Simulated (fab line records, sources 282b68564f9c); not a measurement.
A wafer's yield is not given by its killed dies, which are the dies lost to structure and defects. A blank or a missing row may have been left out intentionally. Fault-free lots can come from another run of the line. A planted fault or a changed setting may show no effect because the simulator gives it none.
A single fault, viewed from 2 desks :: flow rit cmos :: numbers are kept per desk, each desk with only its own; the story behind them comes last

## AT THE METROLOGY DESK
What the gauges read, lot by lot, whatever tool the lot ran on: means of the sampled wafers that have a number. Marked OUT: a lot whose mean sits more than 4 standard deviations from the usual mean, which makes it out of limits; the brackets give that distance.
Columns: A = GATE_POLY_THK at RIT_GATE_THK_MEAS_09, usual 249.7 nm
lot: L672
first seen here: day 2 11:05
A: 246.9

lot: L673
first seen here: day 2 16:10
A: 254.1

lot: L674
first seen here: day 2 22:22
A: 248.4

lot: L675
first seen here: day 3 02:29
A: 253.3

lot: L676
first seen here: day 3 09:22
A: 249.0

lot: L678
first seen here: day 3 16:35
A: 249.8

lot: L683
first seen here: day 4 18:10
A: 254.1

lot: L686
first seen here: day 5 10:52
A: 200.8 (-17) OUT

lot: L687
first seen here: day 5 17:52
A: 250.1

lot: L688
first seen here: day 5 19:11
A: 196.4 (-19) OUT

lot: L690
first seen here: day 6 07:19
A: 245.7

lot: L691
first seen here: day 6 14:31
A: 244.5

lot: L693
first seen here: day 7 00:32
A: 246.7

lot: L694
first seen here: day 7 02:58
A: 247.1
This desk's finding: out of limits on L686, L688; first on L686, day 5 10:52 (GATE_POLY_THK at RIT_GATE_THK_MEAS_09). Within limits: L672, L673, L674, L675, L676, L678, L683, L687, L690, L691, L693, L694.

## AT THE TOOL OWNER'S DESK: lpcvd-01
The tool's own readings at RIT_GATE_CVD_08 (deposits poly-Si from SiH4, target thk 250 nm, time 2220 s): means of the sampled wafers that have a number, for each lot that ran on this tool. Marked OUT: a lot whose mean sits more than 4 standard deviations from the usual mean, which makes it out of limits; the brackets give that distance.
Columns: A = spike tc centre C at RIT_GATE_CVD_08, usual 612.3 C; B = spike tc load C at RIT_GATE_CVD_08, usual 631.2 C; C = spike tc source C at RIT_GATE_CVD_08, usual 629.4 C; D = susceptor temp C at RIT_GATE_CVD_08, usual 609.99 C
lot: L672
first seen here: day 2 09:28
A: 610.5
B: 633.2
C: 626.8
D: 609.76

lot: L673
first seen here: day 2 14:32
A: 609.9
B: 632.1
C: 626.5
D: 610.13

lot: L674
first seen here: day 2 20:45
A: 613.3
B: 630.0
C: 629.1
D: 610.03

lot: L678
first seen here: day 3 14:58
A: 611.2
B: 632.4
C: 625.5
D: 610.32

lot: L683
first seen here: day 4 16:32
A: 610.2
B: 631.8
C: 625.3
D: 610.18

lot: L686
first seen here: day 5 09:14
A: 603.0 (-6.6) OUT
B: 619.1 (-7.6) OUT
C: 621.5
D: 600.44 (-33) OUT

lot: L688
first seen here: day 5 17:34
A: 602.2 (-7.2) OUT
B: 620.1 (-6.9) OUT
C: 619.1
D: 599.86 (-35) OUT
This desk's finding: out of limits on L686, L688; first on L686, day 5 09:14 (spike tc centre C at RIT_GATE_CVD_08). Within limits: L672, L673, L674, L678, L683.

## PUT TOGETHER
On L686, L688, at day 5 09:14, an alarm was possible from the tool owner's desk.
At day 5 10:52 the metrology desk could have sounded an alarm, on L686, L688.
Of the lots named, all ran RIT_GATE_CVD_08 on lpcvd-01.

## WHAT THE SIMULATOR HAD INSERTED
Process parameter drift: lpcvd-01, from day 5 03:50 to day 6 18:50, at RIT_GATE_CVD_08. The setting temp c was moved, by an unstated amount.
Lots struck among those shown: L686, L688.
Counting hours from when the fault started, the first reading out of limits came at 5 for the tool owner's desk and at 7 for the metrology desk.
